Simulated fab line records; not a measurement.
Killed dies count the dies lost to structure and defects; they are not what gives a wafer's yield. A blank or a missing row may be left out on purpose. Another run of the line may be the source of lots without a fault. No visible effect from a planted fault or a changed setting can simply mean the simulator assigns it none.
Struck lot and sound lot, side by side    flow rit-cmos    27 out of 202 route steps
Sound: the wafers L483.2, L483.3, L483.5. Struck: wafers L492.2, L492.6. (L492.5 of the same lot was not struck and is left out.) The cause comes at the end.
Each step with rows lists, per side, the tool, then ch with its chambers, then its first start. Under that, the readings that differ: sound wafers    struck wafers    difference of the means    sigmas: that difference in standard deviations of wafers without a fault.
alike: readings whose means differ by less than 2 such deviations, and words and numbers that are the same on both sides. not compared: withheld readings, readings that some wafer has no value for, bounds like >300 that may hide the same value, and numbers for which the record gives no deviation and whose values overlap.
A row with sigmas, a row that says differs or no value, or rows on one side alone: a step with any of these is where the two part. Numbers that don't overlap but have no deviation are shown without sigmas and don't part them. Lack of a reading on every wafer of one side parts them only where that side has two or more wafers.

RIT_SDANNEAL_RTA_03: time 5 s.
  sound on rtp-anneal-02 ch 0, day 4 07:16; struck on rtp-anneal-01 ch 0, day 6 04:58
  alike: chamber-o2-ppm, wafer_temp_C_max
RIT_SDANNEAL_RS_MEAS_04: uses a four-point probe to measure.
  sound: film-metro-03 at day 4 07:22; struck: film-metro-02 at day 6 05:02
  alike: PSD_RS
RIT_SDANNEAL_RS_MEAS_05: uses a four-point probe to measure.
  sound: film-metro-03 at day 4 07:29; struck: film-metro-02 at day 6 05:09
  alike: NSD_RS
RIT_SDANNEAL_RS_MEAS_06: uses a four-point probe to measure.
  sound: film-metro-03 at day 4 07:37; struck: film-metro-02 at day 6 05:16
  alike: PLDD_RS
RIT_SDANNEAL_RS_MEAS_07: uses a four-point probe to measure.
  sound: film-metro-03 at day 4 07:44; struck: film-metro-02 at day 6 05:23
  alike: NLDD_RS
then, 1 step without rows for these wafers: RIT_SILICIDE_WET_ETCH_00 (etches SiO2 in BOE, target depth 14 nm, time 15 s).
RIT_SILICIDE_SPUTTER_01: material Ti, target thk 30 nm, time 240 s.
  sound: pvd-sputter-01 at day 4 07:51; struck: pvd-sputter-04 at day 6 05:31
  alike: cathode-dc-power-W, substrate-temp-c, throttle-valve-pct
RIT_SILICIDE_RS_MEAS_02: uses a four-point probe to measure.
  sound: film-metro-02 at day 4 08:01; struck: film-metro-04 at day 6 05:41
  alike: SILICIDE_TI_RS
RIT_SILICIDE_THK_MEAS_03: measures by xrf.
  sound: film-metro-02 at day 4 08:08; struck: film-metro-04 at day 6 05:48
  alike: SILICIDE_TI_THK
RIT_SILICIDE_RTA_04: time 10 s, ramp up 5 s, ramp down 5 s.
  sound on rtp-anneal-01 ch 0, day 4 08:11; struck on rtp-anneal-02 ch 0, day 6 05:52
reading           sound              struck       difference  sigmas
wafer_temp_C_max  654.5 653.3 653.5  651.4 651.9  -2.1        -3
  alike: chamber-o2-ppm
then, 1 step without rows for these wafers: RIT_SILICIDE_WET_ETCH_05 (etches Ti in SPM, time 120 s).
RIT_SILICIDE_RTA_06: time 10 s, ramp up 5 s, ramp down 10 s.
  sound on rtp-anneal-02 ch 0, day 4 08:19; struck on rtp-anneal-01 ch 0, day 6 05:58
  alike: chamber-o2-ppm, wafer_temp_C_max
RIT_CONTACT_CVD_00: deposits SiO2 from TEOS, target thk 400 nm, time 61 s.
  sound on pecvd-01 ch 0,1,2, day 4 08:25; struck on pecvd-01 ch 0, day 6 06:02
reading                                   sound              struck       difference  sigmas
run-length-s (s)                          89.0 88.5 88.4     111.7 111.2  +22.8       +39
model.SiO2_of_CONTACT_CVD_00.thk-nm (nm)  393.6 399.9 406.8  550.4 556.1  +153.1      
  alike: heater-power-w, rf-fwd-power-W
RIT_CONTACT_THK_MEAS_01:
  sound: film-metro-01 at day 4 08:29; struck: film-metro-01 at day 6 06:19
reading                sound        struck   difference  sigmas
CONTACT_TEOS_THK (nm)  394 400 407  550 556  +153        +34
  not compared: hold
then, 5 steps without rows for these wafers: RIT_CONTACT_COAT_03 (resist thk 1000 nm); RIT_CONTACT_SOFTBAKE_04 (time 60 s); RIT_CONTACT_EXPOSE_05 (exposes mask M11, target cd 1000 nm); RIT_CONTACT_PEB_06; RIT_CONTACT_DEVELOP_07 (develop time 120 s).
RIT_CONTACT_CD_MEAS_08 targets a cd of 1000 nm.
  sound: cd-sem-01 at day 4 09:42; struck: cd-sem-01 at day 6 09:53
  alike: cd-nm
RIT_CONTACT_OVL_MEAS_09:
  sound: overlay-02 at day 4 09:49; struck: overlay-01 at day 6 09:59
  alike: CONTACT_OVL
then, 1 step without rows for these wafers: RIT_CONTACT_HARDBAKE_10 (time 60 s).
RIT_CONTACT_ETCH_11: etches SiO2 in CHF3/CF4/Ar, stops on TiSi2, target depth 480 nm, time 320 s.
  sound on rie-diel-01 ch 0,1, day 4 09:59; struck on rie-diel-02 ch 1, day 6 10:18
reading                              sound              struck       difference  sigmas
oes-product-au (a.u.)                0.978 0.991 0.982  1.019 1.018  +0.035      +3
model.CONTACT.feature-depth-nm (nm)  393.6 399.9 406.8  482.9 479.2  +80.9       
model.etch.depth-nm (nm)             393.6 399.9 406.8  482.9 479.2  +80.9       
  alike: drypump-motor-current-A, mfc-ar-sccm, rf-fwd-power-W, throttle-valve-pct
  not compared: rf-hours-counter-h
RIT_CONTACT_STRIP_12: strips in O2, time 180 s.
  sound on plasma-asher-02 ch 0,1, day 4 10:11; struck on plasma-asher-04 ch 0,1, day 6 10:29
reading                      sound        struck   difference  sigmas
drypump-motor-current-A (A)  6.6 5.7 6.6  5.4 5.1  -1.0        -2
  alike: rf-refl-power-W
  not compared: rf-hours-counter-h
RIT_CONTACT_CD_MEAS_90 targets a cd of 1000 nm.
  sound: cd-sem-02 at day 4 10:23; struck: cd-sem-01 at day 6 10:41
  alike: cd-nm
RIT_CONTACT_CLEAN_13: cleans in SC1, time 600 s.
  sound on wet-bench-03 ch 1, day 4 10:29; struck on wet-bench-01 ch 1, day 6 10:53
reading                                   sound              struck     difference  sigmas
model.SiO2_of_CONTACT_CVD_00.thk-nm (nm)  389.5 395.8 402.7  546.3 552  +153.1      
  alike: temp-c
then, 1 step without rows for these wafers: RIT_CONTACT_CLEAN_14 (cleans in SC2, time 600 s).

== WHERE THEY PART ==
At RIT_SILICIDE_RTA_04 first; at RIT_CONTACT_STRIP_12 last (within this record only). Later steps at which nothing parts them and some readings are alike: RIT_CONTACT_CD_MEAS_90, RIT_CONTACT_CLEAN_13.

WHY: what had been put in by the simulator
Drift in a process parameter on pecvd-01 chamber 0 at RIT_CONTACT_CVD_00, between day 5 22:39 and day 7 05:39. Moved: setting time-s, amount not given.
